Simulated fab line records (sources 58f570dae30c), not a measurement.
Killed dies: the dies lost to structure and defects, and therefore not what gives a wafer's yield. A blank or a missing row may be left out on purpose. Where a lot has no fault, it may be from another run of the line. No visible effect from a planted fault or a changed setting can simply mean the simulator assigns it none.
fab line records    flow berkeleyCmos170
record lots=5  wafers=23
route steps=331 shown CONTACT@229 M1@242 V1@261 V2@292 M3@314
startH: hours from the record's first day to the start of the lot's first wafer shown    waitH: how many hours have passed since the lot's step before this one    " unchanged from the row above    L1.1+2: one row covering several wafers at once    - no value, or no start was given    * or withheld: withheld    < > ~ a bound
route shown NAME@n: names a module that has steps shown in the file, with the first one's number in the route    usual: mean/standard deviation of fault-free wafers    same: alike in all rows    chamber/n: place in a boat    sites: per-site readings    _std_site: standard deviation across them    _edge_site: the outer-site mean with the inner-site mean subtracted    radiusMm: how far each site lies from the wafer's centre    mask NAME#n: copy n    behind: tool/chamber where the wafer was last shaped    hold: why the lot went on hold/how many hours it stayed there/how the hold came to an end    device: the transistor (n, p or np) that didn't switch    end of line: at the end of the route, the tests of the same wafers    a step given without rows: its recipe and nothing more    killed: not the wafer's yield, but the dies lost to structure and defects at the first sort    map: the dies of a wafer, with x for killed, . for not killed, _ for no die there
set.NAME: the run value of the setting; set.NAME@STEP: its run value at that earlier step    model.NAME: the simulator's own value behind a step, which no gauge read
lots where settings were altered on purpose, with a table for each step and a row for each wafer
## steps
# step UCB170_CONTACT_PEB_13
# recipe pebTempC=130  pebTimeS=withheld  resist=KrF
lot.wafer       tool           chamber  startH  waitH  set.pebTempC
L074.1+2+3      lithoTrack-04  0        166.96  0.6    130
L080.2+6        lithoTrack-03  0        198.36  0.1    130
L080.3+4+5      "              0        "       "      127.4
L076.1+5        lithoTrack-03  0        199.76  0.1    130
L076.2+3+4      "              0        "       "      131.3
L079.1+2+3+4+6  lithoTrack-03  0        200.11  0.1    130
L081.1+2+4      lithoTrack-04  0        220.36  0.1    130
L081.3+5        "              0        "       "      128
# step UCB170_CONTACT_DEVELOP_14
# recipe developer=TMAH  developTimeS=45  resist=KrF  devTempC=21
# step UCB170_CONTACT_CD_MEAS_15
# recipe targetCdNm=700
# usual cdNm=699.8/1.2
lot.wafer  tool      chamber  startH  waitH  set.pebTempC@CONTACT_PEB_13  cdNm
L074.1     cdSem-01  -        167.23  -      130                          700.0
L074.2     "         -        "       "      130                          700.3
L074.3     "         -        "       "      130                          699.4
L080.2     cdSem-01  -        198.63  -      130                          701.0
L080.3     "         -        "       "      127.4                        681.8
L080.4     "         -        "       "      127.4                        681.0
L080.5     "         -        "       "      127.4                        682.5
L080.6     "         -        "       "      130                          701.2
L076.1     cdSem-01  -        200.04  -      130                          700.1
L076.2     "         -        "       "      131.3                        708.0
L076.3     "         -        "       "      131.3                        708.5
L076.4     "         -        "       "      131.3                        709.5
L076.5     "         -        "       "      130                          701.2
L079.1     cdSem-02  -        200.39  -      130                          700.7
L079.2     "         -        "       "      130                          699.8
L079.3     "         -        "       "      130                          700.7
L079.4     "         -        "       "      130                          700.8
L079.6     "         -        "       "      130                          701.3
L081.1     cdSem-02  -        220.63  -      130                          699.0
L081.2     "         -        "       "      130                          699.4
L081.3     "         -        "       "      128                          685.6
L081.4     "         -        "       "      130                          698.1
L081.5     "         -        "       "      128                          684.1
# step UCB170_CONTACT_ETCH_17
# recipe chemistry=N2/H2  targetDepthA=withheld  overetchA=withheld  target=BARC  timeS=withheld  sourceW=500  biasW=100  pressureMtorr=30  n2FlowSccm=100  h2FlowSccm=200
lot.wafer  tool        chamber  startH  waitH  set.pebTempC@CONTACT_PEB_13  model.CONTACT.cdNm
L074.1     rieDiel-02  0        167.39  0.0    130                          699.9
L074.2     "           2        "       "      130                          699.7
L074.3     "           3        "       "      130                          697.9
L080.2     rieDiel-02  3        198.77  0.0    130                          700.9
L080.3     "           2        "       "      127.4                        681.9
L080.4     "           0        "       "      127.4                        681.8
L080.5     "           0        "       "      127.4                        683.1
L080.6     "           3        "       "      130                          700.3
L076.1     rieDiel-02  0        200.19  0.0    130                          700.1
L076.2     "           3        "       "      131.3                        707.8
L076.3     "           1        "       "      131.3                        708.5
L076.4     "           2        "       "      131.3                        709.7
L076.5     "           1        "       "      130                          701.6
L079.1     rieDiel-01  1        200.54  0.0    130                          701.9
L079.2     "           3        "       "      130                          700.3
L079.3     "           0        "       "      130                          700.2
L079.4     "           2        "       "      130                          700
L079.6     "           0        "       "      130                          701
L081.1     rieDiel-02  1        220.79  0.0    130                          699.1
L081.2     "           2        "       "      130                          698.7
L081.3+5   "           3,1      "       "      128                          684.2
L081.4     "           0        "       "      130                          698.3
# step UCB170_CONTACT_ETCH_18
# recipe chemistry=CHF3/CF4/Ar  target=PSG  stopOn=TiSi2  CHF3_flow_sccm=45  cf4FlowSccm=15  Ar_flow_sccm=150  pressureMtorr=200  rfW=700  targetDepthA=8400  overEtchFrac=0.2  timeS=195
lot.wafer  tool        chamber  startH  waitH  set.pebTempC@CONTACT_PEB_13  model.CONTACT.cdNm
L074.1     rieDiel-02  0        -       -      130                          700.6
L074.2     "           2        "       "      130                          699.4
L074.3     "           3        "       "      130                          697.1
L080.2     rieDiel-02  3        -       -      130                          700.7
L080.3     "           2        "       "      127.4                        680.9
L080.4     "           0        "       "      127.4                        682.8
L080.5     "           0        "       "      127.4                        683.9
L080.6     "           3        "       "      130                          699.9
L076.1     rieDiel-02  0        -       -      130                          700.6
L076.2     "           3        "       "      131.3                        707.4
L076.3     "           1        "       "      131.3                        708.9
L076.4     "           2        "       "      131.3                        708.4
L076.5     "           1        "       "      130                          702.3
L079.1     rieDiel-01  1        -       -      130                          701.5
L079.2     "           3        "       "      130                          701
L079.3     "           0        "       "      130                          699.9
L079.4     "           2        "       "      130                          700.4
L079.6     "           0        "       "      130                          700.6
L081.1     rieDiel-02  1        -       -      130                          699.5
L081.2     "           2        "       "      130                          697.7
L081.3     "           3        "       "      128                          683.4
L081.4     "           0        "       "      130                          698.6
L081.5     "           1        "       "      128                          685.1
# step UCB170_CONTACT_STRIP_19
# recipe chemistry=O2  powerW=400  pressureMtorr=3500  platenTempC=withheld  o2FlowSccm=400  overashFraction=0.5
# step UCB170_CONTACT_CD_MEAS_90
# recipe targetCdNm=700
# usual cdNm=699.7/1.4
lot.wafer  tool      chamber  startH  waitH  set.pebTempC@CONTACT_PEB_13  cdNm
L074.1     cdSem-01  -        168.07  0.5    130                          700.5
L074.2     "         -        "       "      130                          699.4
L074.3     "         -        "       "      130                          696.8
L080.2     cdSem-01  -        199.05  0.1    130                          700.7
L080.3     "         -        "       "      127.4                        680.7
L080.4     "         -        "       "      127.4                        683.0
L080.5     "         -        "       "      127.4                        683.8
L080.6     "         -        "       "      130                          699.8
L076.1     cdSem-01  -        200.46  0.1    130                          700.8
L076.2     "         -        "       "      131.3                        707.5
L076.3     "         -        "       "      131.3                        708.9
L076.4     "         -        "       "      131.3                        708.6
L076.5     "         -        "       "      130                          702.1
L079.1     cdSem-02  -        200.81  0.1    130                          701.5
L079.2     "         -        "       "      130                          701.4
L079.3     "         -        "       "      130                          699.7
L079.4     "         -        "       "      130                          700.4
L079.6     "         -        "       "      130                          700.8
L081.1     cdSem-02  -        221.06  0.1    130                          699.5
L081.2     "         -        "       "      130                          697.9
L081.3     "         -        "       "      128                          683.3
L081.4     "         -        "       "      130                          698.7
L081.5     "         -        "       "      128                          685.3
# step UCB170_M1_COAT_04
# recipe resist=KrF  spinRpm=1500  resistThkNm=900
lot.wafer  tool           chamber  startH  waitH  set.spinRpm  model.KrF_of_M1_COAT_04.thkNm
L074.1     lithoTrack-01  0        -       -      1500         903
L074.2     "              0        "       "      1500         903.3
L074.3     "              0        "       "      1500         899.7
L080.2     lithoTrack-01  0        -       -      1500         902.3
L080.3     "              0        "       "      1500         900.3
L080.4     "              0        "       "      1500         898.3
L080.5     "              0        "       "      1500         902.5
L080.6     "              0        "       "      1500         899.7
L076.1     lithoTrack-04  0        -       -      1432         924.4
L076.2     "              0        "       "      1432         924.6
L076.3     "              0        "       "      1432         921.2
L076.4     "              0        "       "      1500         899.2
L076.5     "              0        "       "      1500         902.1
L079.1     lithoTrack-01  0        -       -      1418         928.4
L079.2     "              0        "       "      1500         900.4
L079.3     "              0        "       "      1418         923
L079.4     "              0        "       "      1418         927.5
L079.6     "              0        "       "      1500         899.3
L081.1     lithoTrack-04  0        -       -      1571         880.6
L081.2     "              0        "       "      1571         882.5
L081.3     "              0        "       "      1500         905
L081.4     "              0        "       "      1500         901.5
L081.5     "              0        "       "      1571         881.6
# step UCB170_V1_COAT_07
# recipe resist=KrF  spinRpm=1500  resistThkNm=900
lot.wafer  tool           chamber  startH  waitH  set.resistThkNm  model.KrF_of_V1_COAT_07.thkNm
L074.1     lithoTrack-04  0        177.39  0.1    900              900.1
L074.2     "              0        "       "      900              901.1
L074.3     "              0        "       "      900              902.5
L080.2     lithoTrack-04  0        207.17  0.1    900              899.3
L080.3     "              0        "       "      868.8            868.2
L080.4     "              0        "       "      900              897.3
L080.5     "              0        "       "      868.8            869.8
L080.6     "              0        "       "      900              896.7
L076.1     lithoTrack-02  0        207.32  0.1    928.7            926.2
L076.2     "              0        "       "      928.7            925.8
L076.3     "              0        "       "      900              898
L076.4     "              0        "       "      900              896
L076.5     "              0        "       "      900              897.1
L079.1     lithoTrack-03  0        207.32  0.1    900              901.9
L079.2     "              0        "       "      900              904.1
L079.3     "              0        "       "      900              905.3
L079.4     "              0        "       "      900              901.3
L079.6     "              0        "       "      900              902.2
L081.1     lithoTrack-03  0        226.68  0.1    924.2            926
L081.2     "              0        "       "      900              904.9
L081.3     "              0        "       "      924.2            927
L081.4     "              0        "       "      924.2            924.6
L081.5     "              0        "       "      900              905.3
# step UCB170_V1_PEB_10
# recipe pebTempC=130  pebTimeS=withheld  resist=KrF
lot.wafer       tool           chamber  startH  waitH  set.pebTempC
L074.1+2+3      lithoTrack-02  0        178.14  0.4    130
L080.2+3+5      lithoTrack-02  0        207.65  0.2    130
L080.4+6        "              0        "       "      126.9
L076.1+2+3+4+5  lithoTrack-03  0        207.90  0.3    130
L079.1+2+3      lithoTrack-03  0        208.17  0.3    130
L079.4+6        "              0        "       "      128
L081.1+2+3      lithoTrack-03  0        227.10  0.1    126.6
L081.4+5        "              0        "       "      130
# step UCB170_V1_DEVELOP_11
# recipe developer=TMAH  developTimeS=45  resist=KrF  devTempC=21
# step UCB170_V1_CD_MEAS_12
# recipe targetCdNm=700
# usual cdNm=700.1/0.99
lot.wafer  tool      chamber  startH  waitH  set.pebTempC@V1_PEB_10  cdNm
L074.1     cdSem-01  -        178.42  -      130                     700.5
L074.2     "         -        "       "      130                     701.5
L074.3     "         -        "       "      130                     700.6
L080.2     cdSem-02  -        208.04  -      130                     699.8
L080.3     "         -        "       "      130                     702.1
L080.4     "         -        "       "      126.9                   676.5
L080.5     "         -        "       "      130                     700.1
L080.6     "         -        "       "      126.9                   676.8
L076.1     cdSem-02  -        208.17  -      130                     699.8
L076.2     "         -        "       "      130                     699.8
L076.3     "         -        "       "      130                     701.7
L076.4     "         -        "       "      130                     700.5
L076.5     "         -        "       "      130                     702.8
L079.1     cdSem-02  -        208.45  -      130                     700.9
L079.2     "         -        "       "      130                     700.3
L079.3     "         -        "       "      130                     699.4
L079.4     "         -        "       "      128                     685.5
L079.6     "         -        "       "      128                     686.2
L081.1     cdSem-02  -        227.37  -      126.6                   674.8
L081.2     "         -        "       "      126.6                   674.7
L081.3     "         -        "       "      126.6                   671.8
L081.4     "         -        "       "      130                     698.8
L081.5     "         -        "       "      130                     699.1
# step UCB170_V1_ETCH_14
# recipe chemistry=CHF3/CF4/Ar  target=SiO2  stopOn=Al  CHF3_flow_sccm=45  cf4FlowSccm=15  Ar_flow_sccm=150  pressureMtorr=200  rfW=700  targetDepthA=12500  overEtchFrac=0.25  timeS=291
lot.wafer  tool        chamber  startH  waitH  set.pebTempC@V1_PEB_10  model.V1.cdNm
L074.1     rieDiel-01  0        178.57  0.0    130                     698.7
L074.2     "           3        "       "      130                     702.2
L074.3     "           2        "       "      130                     700.4
L080.2     rieDiel-03  3        208.17  0.0    130                     700.7
L080.3     "           0        "       "      130                     702.5
L080.4     "           0        "       "      126.9                   677.3
L080.5     "           3        "       "      130                     701.1
L080.6     "           1        "       "      126.9                   677.2
L076.1     rieDiel-04  0        208.33  0.0    130                     699.7
L076.2     "           1        "       "      130                     700.7
L076.3     "           3        "       "      130                     703.9
L076.4     "           2        "       "      130                     701.4
L076.5     "           3        "       "      130                     704.4
L079.1     rieDiel-03  3        208.60  0.0    130                     701.4
L079.2     "           0        "       "      130                     700
L079.3     "           1        "       "      130                     700.3
L079.4     "           3        "       "      128                     686.2
L079.6     "           0        "       "      128                     686
L081.1     rieDiel-01  1        227.53  0.0    126.6                   675.2
L081.2     "           3        "       "      126.6                   675.8
L081.3     "           0        "       "      126.6                   670.5
L081.4     "           2        "       "      130                     700.2
L081.5     "           0        "       "      130                     698.2
# step UCB170_V1_STRIP_15
# recipe chemistry=O2  powerW=400  pressureMtorr=3500  platenTempC=withheld  o2FlowSccm=400  overashFraction=0.5
# usual stripTimeToEndpointS=15.37/0.13
lot.wafer  tool            chamber  startH  waitH  set.resistThkNm@V1_COAT_07  stripTimeToEndpointS
L074.1     plasmaAsher-04  0        178.75  0.1    900                         15.34
L074.2     "               1        "       "      900                         15.14
L074.3     "               0        "       "      900                         15.46
L080.2     plasmaAsher-02  0        208.35  0.1    900                         15.29
L080.3     "               1        "       "      868.8                       14.69
L080.4     "               0        "       "      900                         15.44
L080.5     "               1        "       "      868.8                       14.60
L080.6     "               0        "       "      900                         15.16
L076.1     plasmaAsher-02  0        208.51  0.1    928.7                       15.92
L076.2     "               1        "       "      928.7                       15.81
L076.3     "               0        "       "      900                         15.18
L076.4     "               1        "       "      900                         15.26
L076.5     "               1        "       "      900                         15.16
L079.1     plasmaAsher-04  1        208.78  0.1    900                         15.31
L079.2     "               0        "       "      900                         15.54
L079.3     "               0        "       "      900                         15.28
L079.4     "               1        "       "      900                         15.33
L079.6     "               0        "       "      900                         15.50
L081.1     plasmaAsher-02  1        227.71  0.1    924.2                       15.74
L081.2     "               0        "       "      900                         15.31
L081.3     "               0        "       "      924.2                       15.97
L081.4     "               1        "       "      924.2                       15.94
L081.5     "               0        "       "      900                         15.49
# step UCB170_V1_CD_MEAS_90
# recipe targetCdNm=700
# usual cdNm=700.6/1.4
lot.wafer  tool      chamber  startH  waitH  set.pebTempC@V1_PEB_10  cdNm
L074.1     cdSem-01  -        178.85  0.1    130                     698.8
L074.2     "         -        "       "      130                     702.0
L074.3     "         -        "       "      130                     700.6
L080.2     cdSem-01  -        208.47  0.1    130                     701.1
L080.3     "         -        "       "      130                     702.8
L080.4     "         -        "       "      126.9                   677.0
L080.5     "         -        "       "      130                     700.6
L080.6     "         -        "       "      126.9                   677.3
L076.1     cdSem-02  -        208.61  0.1    130                     699.4
L076.2     "         -        "       "      130                     700.7
L076.3     "         -        "       "      130                     703.9
L076.4     "         -        "       "      130                     701.2
L076.5     "         -        "       "      130                     704.5
L079.1     cdSem-02  -        208.88  0.1    130                     701.3
L079.2     "         -        "       "      130                     700.2
L079.3     "         -        "       "      130                     700.2
L079.4     "         -        "       "      128                     686.2
L079.6     "         -        "       "      128                     685.9
L081.1     cdSem-01  -        227.81  0.1    126.6                   675.4
L081.2     "         -        "       "      126.6                   675.8
L081.3     "         -        "       "      126.6                   670.6
L081.4     "         -        "       "      130                     700.3
L081.5     "         -        "       "      130                     698.0
# step UCB170_V2_CVD_00
# recipe material=SiO2  targetThkNm=2000  tempC=390  precursor=TEOS/O2  timeS=250  rfW=550  pressureMtorr=9000
lot.wafer  tool      chamber  startH  waitH  set.timeS  model.SiO2_of_V2_CVD_00.thkNm
L074.1     pecvd-04  2        183.37  0.1    250        1989
L074.2     "         0        "       "      250        1947
L074.3     "         1        "       "      250        2003
L080.2     pecvd-03  1        212.45  0.1    250        2014
L080.3     "         0        "       "      250        1994
L080.4     "         2        "       "      268.3      2137
L080.5     "         0        "       "      268.3      2164
L080.6     "         1        "       "      268.3      2198
L076.1     pecvd-02  0        213.09  0.1    250        2013
L076.2     "         2        "       "      250        2002
L076.3     "         1        "       "      273.2      2121
L076.4     "         0        "       "      250        2008
L076.5     "         1        "       "      273.2      2168
L079.1     pecvd-04  2        213.63  0.1    250        2014
L079.2     "         1        "       "      215.9      1731
L079.3     "         0        "       "      215.9      1708
L079.4     "         2        "       "      215.9      1767
L079.6     "         1        "       "      250        2006
L081.1     pecvd-03  1        230.43  0.1    259.4      2061
L081.2     "         2        "       "      259.4      2032
L081.3     "         0        "       "      250        1999
L081.4     "         0        "       "      259.4      2086
L081.5     "         1        "       "      250        2041
# step UCB170_V2_THK_MEAS_01
# recipe reads=SiO2_of_V2_CVD_00
# usual V2_TEOS_THK=1998/31
lot.wafer  tool          chamber  startH  waitH  set.timeS@V2_CVD_00  V2_TEOS_THK[nm]
L074.1     filmMetro-03  -        183.53  0.1    250                  1989
L074.2     "             -        "       "      250                  1946
L074.3     "             -        "       "      250                  2004
L080.2     filmMetro-04  -        212.62  0.1    250                  2015
L080.3     "             -        "       "      250                  1993
L080.4     "             -        "       "      268.3                2136
L080.5     "             -        "       "      268.3                2164
L080.6     "             -        "       "      268.3                2197
L076.1     filmMetro-02  -        213.25  0.1    250                  2014
L076.2     "             -        "       "      250                  2002
L076.3     "             -        "       "      273.2                2121
L076.4     "             -        "       "      250                  2008
L076.5     "             -        "       "      273.2                2167
L079.1     filmMetro-03  -        213.78  0.1    250                  2013
L079.2     "             -        "       "      215.9                1730
L079.3     "             -        "       "      215.9                1708
L079.4     "             -        "       "      215.9                1769
L079.6     "             -        "       "      250                  2007
L081.1     filmMetro-04  -        230.58  0.1    259.4                2062
L081.2     "             -        "       "      259.4                2034
L081.3     "             -        "       "      250                  2000
L081.4     "             -        "       "      259.4                2086
L081.5     "             -        "       "      250                  2043
# step UCB170_M3_COAT_05
# recipe resist=KrF  spinRpm=1500  resistThkNm=900
lot.wafer  tool           chamber  startH  waitH  set.spinRpm  model.KrF_of_M3_COAT_05.thkNm
L074.1     lithoTrack-01  0        186.62  0.1    1500         898.5
L074.2     "              0        "       "      1500         899.6
L074.3     "              0        "       "      1500         905.4
L076.1     lithoTrack-02  0        216.55  0.1    1428         922.1
L076.2     "              0        "       "      1500         900
L076.3     "              0        "       "      1428         921.2
L076.4     "              0        "       "      1500         899.2
L076.5     "              0        "       "      1500         901.3
L080.2     lithoTrack-04  0        216.58  0.1    1557         887.6
L080.3     "              0        "       "      1557         883.7
L080.4     "              0        "       "      1500         901.9
L080.5     "              0        "       "      1500         902
L080.6     "              0        "       "      1557         885.1
L079.1     lithoTrack-01  0        216.83  0.1    1500         901.8
L079.2     "              0        "       "      1500         899.2
L079.3     "              0        "       "      1578         875.2
L079.4     "              0        "       "      1578         878.6
L079.6     "              0        "       "      1500         901.5
L081.1     lithoTrack-04  0        234.45  0.1    1500         900
L081.2     "              0        "       "      1500         900.9
L081.3     "              0        "       "      1500         900.6
L081.4     "              0        "       "      1500         898.7
L081.5     "              0        "       "      1500         900.3
# step UCB170_M3_SOFTBAKE_06
# recipe resist=KrF  tempC=130  timeS=60
# step UCB170_M3_STRIP_07
# recipe chemistry=O2  powerW=400  pressureMtorr=3500  platenTempC=withheld  o2FlowSccm=400  overashFraction=0.5
# usual stripTimeToEndpointS=21.98/0.043
lot.wafer  tool            chamber  startH  waitH  set.spinRpm@M3_COAT_05  stripTimeToEndpointS
L074.1     plasmaAsher-02  0        186.92  0.1    1500                    21.94
L074.2     "               1        "       "      1500                    21.96
L074.3     "               0        "       "      1500                    22.11
L076.1     plasmaAsher-02  0        216.85  0.1    1428                    22.50
L076.2     "               1        "       "      1500                    21.96
L076.3     "               0        "       "      1428                    22.47
L076.4     "               1        "       "      1500                    21.97
L076.5     "               0        "       "      1500                    22.01
L080.2     plasmaAsher-03  0        216.85  0.1    1557                    21.68
L080.3     "               1        "       "      1557                    21.56
L080.4     "               0        "       "      1500                    22.03
L080.5     "               1        "       "      1500                    22.01
L080.6     "               0        "       "      1557                    21.61
L079.1     plasmaAsher-02  0        217.13  0.1    1500                    22.00
L079.2     "               1        "       "      1500                    21.96
L079.3     "               1        "       "      1578                    21.36
L079.4     "               0        "       "      1578                    21.45
L079.6     "               1        "       "      1500                    22.01
L081.1     plasmaAsher-01  0        234.75  0.1    1500                    21.97
L081.2     "               1        "       "      1500                    21.99
L081.3     "               1        "       "      1500                    21.99
L081.4     "               0        "       "      1500                    21.95
L081.5     "               0        "       "      1500                    21.97
# step UCB170_M3_COAT_10
# recipe resist=KrF  spinRpm=1500  resistThkNm=900
lot.wafer  tool           chamber  startH  waitH  set.spinRpm  model.KrF_of_M3_COAT_10.thkNm
L074.1+2   lithoTrack-01  0        -       -      1500         900.7
L074.3     "              0        "       "      1500         900.1
L080.2     lithoTrack-02  0        -       -      1500         902
L080.3     "              0        "       "      1598         875.7
L080.4     "              0        "       "      1598         873
L080.5     "              0        "       "      1598         874.6
L080.6     "              0        "       "      1500         901.4
L076.1     lithoTrack-01  0        -       -      1541         883.7
L076.2     "              0        "       "      1500         895.5
L076.3     "              0        "       "      1500         891.9
L076.4     "              0        "       "      1500         896.2
L076.5     "              0        "       "      1541         880
L079.1     lithoTrack-04  0        -       -      1530         886.1
L079.2     "              0        "       "      1500         897.1
L079.3     "              0        "       "      1530         885.1
L079.4     "              0        "       "      1500         897
L079.6     "              0        "       "      1530         886.4
L081.1     lithoTrack-01  0        -       -      1442         916.7
L081.2     "              0        "       "      1500         898.8
L081.3     "              0        "       "      1442         914.3
L081.4     "              0        "       "      1500         899.5
L081.5     "              0        "       "      1442         915.8
## key
split step=UCB170_CONTACT_PEB_13  setting=pebTempC  stated=130  by=wafer
response step=UCB170_CONTACT_CD_MEAS_15  reading=cdNm  change=+9.25  per=1%  r=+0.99
response step=UCB170_CONTACT_ETCH_17  reading=model.CONTACT.cdNm  change=+9.07  per=1%  r=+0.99
response step=UCB170_CONTACT_ETCH_18  reading=model.CONTACT.cdNm  change=+8.75  per=1%  r=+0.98
response step=UCB170_CONTACT_CD_MEAS_90  reading=cdNm  change=+8.75  per=1%  r=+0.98
split step=UCB170_M1_COAT_04  setting=spinRpm  stated=1500  by=wafer
response step=UCB170_M1_COAT_04  reading=model.KrF_of_M1_COAT_04.thkNm  change=-4.81  per=1%  r=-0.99
split step=UCB170_V1_COAT_07  setting=resistThkNm  stated=900  by=wafer
response step=UCB170_V1_COAT_07  reading=model.KrF_of_V1_COAT_07.thkNm  change=+8.43  per=1%  r=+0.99
response step=UCB170_V1_STRIP_15  reading=stripTimeToEndpointS  change=*  per=1%  r=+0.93
split step=UCB170_V1_PEB_10  setting=pebTempC  stated=130  by=wafer
response step=UCB170_V1_CD_MEAS_12  reading=cdNm  change=+9.75  per=1%  r=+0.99
response step=UCB170_V1_ETCH_14  reading=model.V1.cdNm  change=+9.82  per=1%  r=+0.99
response step=UCB170_V1_CD_MEAS_90  reading=cdNm  change=+9.83  per=1%  r=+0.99
split step=UCB170_V2_CVD_00  setting=timeS  stated=250  by=wafer
response step=UCB170_V2_CVD_00  reading=model.SiO2_of_V2_CVD_00.thkNm  change=+18.7  per=1%  r=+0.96
response step=UCB170_V2_THK_MEAS_01  reading=V2_TEOS_THK  change=+18.6  per=1%  r=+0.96
split step=UCB170_M3_COAT_05  setting=spinRpm  stated=1500  by=wafer
response step=UCB170_M3_COAT_05  reading=model.KrF_of_M3_COAT_05.thkNm  change=-4.49  per=1%  r=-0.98
response step=UCB170_M3_STRIP_07  reading=stripTimeToEndpointS  change=*  per=1%  r=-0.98
split step=UCB170_M3_COAT_10  setting=spinRpm  stated=1500  by=wafer
response step=UCB170_M3_COAT_10  reading=model.KrF_of_M3_COAT_10.thkNm  change=-4.32  per=1%  r=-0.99
